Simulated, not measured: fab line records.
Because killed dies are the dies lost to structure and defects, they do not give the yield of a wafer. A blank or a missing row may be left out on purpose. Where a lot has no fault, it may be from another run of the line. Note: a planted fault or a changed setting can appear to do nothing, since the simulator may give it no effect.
Which tool is to blame? || flow berkeley cmos170 || Sampling: 14 lots, 42 wafers, 2 of 331 route steps

== WHAT EACH GAUGE READ, for each wafer ==
UCB170_M2_CD_MEAS_15: target cd 700 nm.
{"lot": "L706", "measured": "day 7 22:45", "on": "cd sem-01", "cd nm (nm)": "702.1 701.6 701.9"}
{"lot": "L707", "measured": "day 8 10:10", "on": "cd sem-01", "cd nm (nm)": "699.9 699.6 698.6"}
{"lot": "L712", "measured": "day 8 19:06", "on": "cd sem-02", "cd nm (nm)": "701.1 701.4 701.7"}
{"lot": "L708", "measured": "day 8 20:26", "on": "cd sem-02", "cd nm (nm)": "699.5 700.1 700.7"}
{"lot": "L709", "measured": "day 8 20:44", "on": "cd sem-02", "cd nm (nm)": "699.6 699.5 700.3"}
{"lot": "L713", "measured": "day 9 08:56", "on": "cd sem-01", "cd nm (nm)": "699.9 699.6 700.1"}
{"lot": "L715", "measured": "day 9 09:04", "on": "cd sem-01", "cd nm (nm)": "701.2 699.9 700.7"}
{"lot": "L710", "measured": "day 9 10:04", "on": "cd sem-01", "cd nm (nm)": "701.9 701.7 703.0"}
{"lot": "L714", "measured": "day 9 10:22", "on": "cd sem-01", "cd nm (nm)": "698.6 698.1 698.1"}
{"lot": "L716", "measured": "day 9 20:55", "on": "cd sem-01", "cd nm (nm)": "697.5 699.6 698.6"}
{"lot": "L717", "measured": "day 10 00:44", "on": "cd sem-02", "cd nm (nm)": "699.9 699.2 701.1"}
{"lot": "L725", "measured": "day 11 16:46", "on": "cd sem-01", "cd nm (nm)": "702.6 702.1 704.3"}
{"lot": "L727", "measured": "day 11 17:00", "on": "cd sem-01", "cd nm (nm)": "699.4 699.6 700.0"}
{"lot": "L726", "measured": "day 11 18:39", "on": "cd sem-01", "cd nm (nm)": "698.8 700.8 698.4"}

== EACH LOT AND THE TOOL THAT RAN IT (in order: tool; ch and the chambers of the sampled wafers; start) ==
{"lot": "L706", "UCB170_M2_SPUTTER_01": "pvd sputter-03, day 7 20:24"}
{"lot": "L707", "UCB170_M2_SPUTTER_01": "pvd sputter-03, day 8 06:04"}
{"lot": "L712", "UCB170_M2_SPUTTER_01": "pvd sputter-03, day 8 15:52"}
{"lot": "L708", "UCB170_M2_SPUTTER_01": "pvd sputter-01, day 8 16:06"}
{"lot": "L709", "UCB170_M2_SPUTTER_01": "pvd sputter-02, day 8 16:13"}
{"lot": "L713", "UCB170_M2_SPUTTER_01": "pvd sputter-03, day 9 04:53"}
{"lot": "L715", "UCB170_M2_SPUTTER_01": "pvd sputter-01, day 9 05:10"}
{"lot": "L710", "UCB170_M2_SPUTTER_01": "pvd sputter-03, day 9 07:06"}
{"lot": "L714", "UCB170_M2_SPUTTER_01": "pvd sputter-01, day 9 07:13"}
{"lot": "L716", "UCB170_M2_SPUTTER_01": "pvd sputter-02, day 9 18:35"}
{"lot": "L717", "UCB170_M2_SPUTTER_01": "pvd sputter-03, day 9 22:26"}
{"lot": "L725", "UCB170_M2_SPUTTER_01": "pvd sputter-02, day 11 14:32"}
{"lot": "L727", "UCB170_M2_SPUTTER_01": "pvd sputter-01, day 11 14:47"}
{"lot": "L726", "UCB170_M2_SPUTTER_01": "pvd sputter-02, day 11 16:37"}
- UCB170_M2_SPUTTER_01: material Al, target thk 900 nm, time 117.5 s.

== WHAT THE TOOLS THEMSELVES READ (means of the sampled wafers that have a number; where no wafer has one, the mark that the record gives instead) ==
UCB170_M2_SPUTTER_01.
{"lot": "L706", "tool": "pvd sputter-03", "throttle valve pct (%)": 30.7}
{"lot": "L707", "tool": "pvd sputter-03", "throttle valve pct (%)": 30.7}
{"lot": "L712", "tool": "pvd sputter-03", "throttle valve pct (%)": 30.5}
{"lot": "L708", "tool": "pvd sputter-01", "throttle valve pct (%)": 30.4}
{"lot": "L709", "tool": "pvd sputter-02", "throttle valve pct (%)": 30.5}
{"lot": "L713", "tool": "pvd sputter-03", "throttle valve pct (%)": 30.7}
{"lot": "L715", "tool": "pvd sputter-01", "throttle valve pct (%)": 30.2}
{"lot": "L710", "tool": "pvd sputter-03", "throttle valve pct (%)": 30.5}
{"lot": "L714", "tool": "pvd sputter-01", "throttle valve pct (%)": 30.0}
{"lot": "L716", "tool": "pvd sputter-02", "throttle valve pct (%)": 30.3}
{"lot": "L717", "tool": "pvd sputter-03", "throttle valve pct (%)": 30.8}
{"lot": "L725", "tool": "pvd sputter-02", "throttle valve pct (%)": 30.4}
{"lot": "L727", "tool": "pvd sputter-01", "throttle valve pct (%)": 30.1}
{"lot": "L726", "tool": "pvd sputter-02", "throttle valve pct (%)": 30.2}

== THE ANSWER, worked out from the rows above alone ==
Rule: usual is defined by the lots themselves. The widest of any qualifying gaps counts: lots, ordered by their means at a reading, are off when they make up no more than a third of the lots, leave a main group of 4 or more, and stand apart from it by 3 or more times the standard deviation of that group's means. A main group is skipped when, at the precision printed for the reading in the tables above, its means are all equal. A lot without any number at a reading at which 4 lots or more have one is off too. All remaining lots with rows at the step are treated as sound. After the gauges, taken in route order, come the tools' own readings; for these a lot's mean is taken, as printed above. The first step at which some lot is off is used, and at that step the reading that is off furthest; a lot without a number counts as furthest.
Across all readings shown, no lot is off: no conclusion can be drawn from this.

== WHAT THE SIMULATOR HAD INSERTED ==
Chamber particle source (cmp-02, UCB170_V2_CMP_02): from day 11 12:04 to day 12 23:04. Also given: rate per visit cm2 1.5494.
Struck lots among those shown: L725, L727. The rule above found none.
